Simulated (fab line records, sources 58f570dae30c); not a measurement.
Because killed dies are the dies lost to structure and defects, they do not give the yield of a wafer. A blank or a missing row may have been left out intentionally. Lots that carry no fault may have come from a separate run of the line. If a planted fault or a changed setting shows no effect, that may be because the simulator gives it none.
Which of the tools did it? + flow berkeley cmos170 + 21 wafers from 7 lots sampled at 2 of the route's 331 steps

## WHAT THE GAUGES SHOWED, per wafer
UCB170_M2_OVL_MEAS_16.
| lot  | measured     | on         | M2_OVL (nm) |
|------|--------------|------------|-------------|
| L939 | day 8 04:42  | overlay-01 | 6 -3 2      |
| L944 | day 8 17:08  | overlay-01 | 1 -4 -1     |
| L947 | day 9 03:48  | overlay-02 | -6 1 -1     |
| L946 | day 9 04:05  | overlay-01 | 4 2 8       |
| L952 | day 10 09:31 | overlay-01 | -4 -2 0     |
| L953 | day 10 17:12 | overlay-01 | 3 -4 3      |
| L960 | day 11 20:17 | overlay-02 | -3 -6 1     |

## WHAT TOOL EACH LOT RAN ON (gives the tool, then ch and the chambers of the sampled wafers, and finally the start)
| lot  | UCB170_GATE_ETCH_15             |
|------|---------------------------------|
| L939 | rie si-02 ch 0,1,3, day 6 14:34 |
| L944 | rie si-01 ch 0,2,3, day 7 09:11 |
| L947 | rie si-02 ch 0,1,2, day 7 17:03 |
| L946 | rie si-02 ch 0,1,2, day 7 17:30 |
| L952 | rie si-02 ch 0,2,3, day 8 22:17 |
| L953 | rie si-02 ch 0,2,3, day 9 08:18 |
| L960 | rie si-01 ch 2,3, day 10 10:47  |
- UCB170_GATE_ETCH_15: etches poly-Si in HBr/Cl2, stops on SiO2, time 56.3 s, target depth 278.2 nm.

## THE ANSWER, worked out from the rows above alone
Rule: the lots themselves supply what counts as usual. The widest of any qualifying gaps counts: lots, ordered by their means at a reading, are off when they make up no more than a third of the lots, leave a main group of 4 or more, and stand apart from it by 3 or more times the standard deviation of that group's means. The tables above print the reading to a certain number of digits; a main group whose means all agree to those digits is not used. A lot without any number at a reading at which 4 lots or more have one is off too. Where the step has rows for the other lots, those lots are counted as sound.
Nothing can be told from this: no lot is off at any reading shown.

## WHAT THE SIMULATOR HAD INSERTED
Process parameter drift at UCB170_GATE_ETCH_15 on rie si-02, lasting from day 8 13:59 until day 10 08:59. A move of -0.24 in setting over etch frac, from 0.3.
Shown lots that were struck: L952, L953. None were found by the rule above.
